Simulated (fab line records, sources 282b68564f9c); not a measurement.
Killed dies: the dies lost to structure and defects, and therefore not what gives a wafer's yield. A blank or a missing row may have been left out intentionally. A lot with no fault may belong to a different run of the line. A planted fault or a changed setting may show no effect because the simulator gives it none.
What tool caused it?    flow rit_cmos    15 lots with 45 wafers sampled at 3 steps, on a route of 202 steps

WHAT THE GAUGES READ, wafer by wafer
RIT_M1_RS_MEAS_01: a four-point-probe measurement.
lot   measured     on             M1_AL_RS (ohm/sq)
L450  day 3 06:21  film_metro-04  0.0730 0.0729 0.0731
L453  day 3 20:42  film_metro-02  0.0735 0.0730 0.0741
L454  day 4 02:50  film_metro-04  0.0727 0.0734 0.0721
L455  day 4 09:59  film_metro-01  0.0744 0.0745 0.0739
L458  day 5 00:27  film_metro-04  0.0735 0.0745 0.0737
L459  day 5 03:31  film_metro-04  0.0723 0.0732 0.0732
L460  day 5 07:11  film_metro-01  0.0730 0.0727 0.0729
L461  day 5 13:23  film_metro-01  0.0745 0.0735 0.0741
L462  day 5 17:16  film_metro-04  0.0747 0.1148 0.1142
L463  day 6 03:28  film_metro-04  0.0729 0.0730 0.0732
L464  day 6 05:12  film_metro-04  0.0739 0.1159 0.1142
L466  day 6 14:05  film_metro-02  0.0737 0.0729 0.1124
L469  day 7 03:45  film_metro-01  0.0742 0.0744 0.0745
L471  day 7 13:38  film_metro-02  0.0737 0.0731 0.0738
L473  day 8 01:11  film_metro-02  0.0726 0.0718 0.0729

RIT_M1_THK_MEAS_02: measures by xrf.
lot   measured     on             M1_AL_THK (nm)
L450  day 3 06:28  film_metro-04  403 400 400
L453  day 3 20:49  film_metro-02  400 402 397
L454  day 4 02:57  film_metro-04  403 401 409
L455  day 4 10:06  film_metro-01  394 393 398
L458  day 5 00:34  film_metro-04  397 395 398
L459  day 5 03:37  film_metro-04  405 401 403
L460  day 5 07:18  film_metro-01  404 403 402
L461  day 5 13:29  film_metro-01  394 398 397
L462  day 5 17:23  film_metro-04  393 258 259
L463  day 6 03:33  film_metro-04  403 401 401
L464  day 6 05:19  film_metro-04  397 257 260
L466  day 6 14:12  film_metro-02  398 402 265
L469  day 7 03:50  film_metro-01  396 394 393
L471  day 7 13:46  film_metro-02  397 401 396
L473  day 8 01:17  film_metro-02  405 410 401

WHAT TOOL EACH LOT RAN ON (gives the tool, then ch and the chambers of the sampled wafers, and finally the start)
lot   RIT_M1_SPUTTER_00
L450  pvd_sputter-04, day 3 06:04
L453  pvd_sputter-01, day 3 20:25
L454  pvd_sputter-04, day 4 02:32
L455  pvd_sputter-01, day 4 09:40
L458  pvd_sputter-01, day 5 00:08
L459  pvd_sputter-03, day 5 03:11
L460  pvd_sputter-01, day 5 06:53
L461  pvd_sputter-03, day 5 13:04
L462  pvd_sputter-01, day 5 16:58
L463  pvd_sputter-04, day 6 03:07
L464  pvd_sputter-01, day 6 04:53
L466  pvd_sputter-01, day 6 13:47
L469  pvd_sputter-03, day 7 03:24
L471  pvd_sputter-03, day 7 13:20
L473  pvd_sputter-03, day 8 00:52
- RIT_M1_SPUTTER_00: material Al, target thk 400 nm, time 500 s.

WHAT THE TOOLS THEMSELVES READ (means of the sampled wafers that have a number; where no wafer has one, the mark that the record gives instead)
RIT_M1_SPUTTER_00.
lot   tool            throttle_valve_pct (%)
L450  pvd_sputter-04  29.7
L453  pvd_sputter-01  31.4
L454  pvd_sputter-04  30.2
L455  pvd_sputter-01  30.2
L458  pvd_sputter-01  31.6
L459  pvd_sputter-03  29.6
L460  pvd_sputter-01  31.6
L461  pvd_sputter-03  29.7
L462  pvd_sputter-01  32.0
L463  pvd_sputter-04  29.6
L464  pvd_sputter-01  31.1
L466  pvd_sputter-01  30.9
L469  pvd_sputter-03  30.4
L471  pvd_sputter-03  30.0
L473  pvd_sputter-03  30.0

THE ANSWER, worked out from the rows above alone
Rule: usual is defined by the lots themselves. The widest of any qualifying gaps counts: lots, ordered by their means at a reading, are off when they make up no more than a third of the lots, leave a main group of 4 or more, and stand apart from it by 3 or more times the standard deviation of that group's means. A main group is skipped when, at the precision printed for the reading in the tables above, its means are all equal. A lot without any number at a reading at which 4 lots or more have one is off too. Any other lot the step has rows for is counted as sound. The gauges are gone through in route order, then the tools' own readings, and for those a lot's mean is taken as printed above. The first step at which some lot is off is used, and at that step the reading that is off furthest; a lot without a number counts as furthest.
Off: L462, L464, L466, at RIT_M1_RS_MEAS_01 (M1_AL_RS). The main group has a mean of 0.0734 ohm/sq with a standard deviation of 0.00062.
A tool fits if, at a process step before that reading, it ran every lot that is off, and no sound lot after the first of them. Those tools and the gauges at RIT_M1_RS_MEAS_01 are tried in the same way. One fits: RIT_M1_SPUTTER_00 on pvd_sputter-01. Its last sound lot is L460 (day 5 06:53), its first lot that is off L462 (day 5 16:58): a fault that began between those two fits.

WHAT THE SIMULATOR HAD PUT IN
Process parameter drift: pvd_sputter-01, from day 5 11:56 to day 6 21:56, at RIT_M1_SPUTTER_00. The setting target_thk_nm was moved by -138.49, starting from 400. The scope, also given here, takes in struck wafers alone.
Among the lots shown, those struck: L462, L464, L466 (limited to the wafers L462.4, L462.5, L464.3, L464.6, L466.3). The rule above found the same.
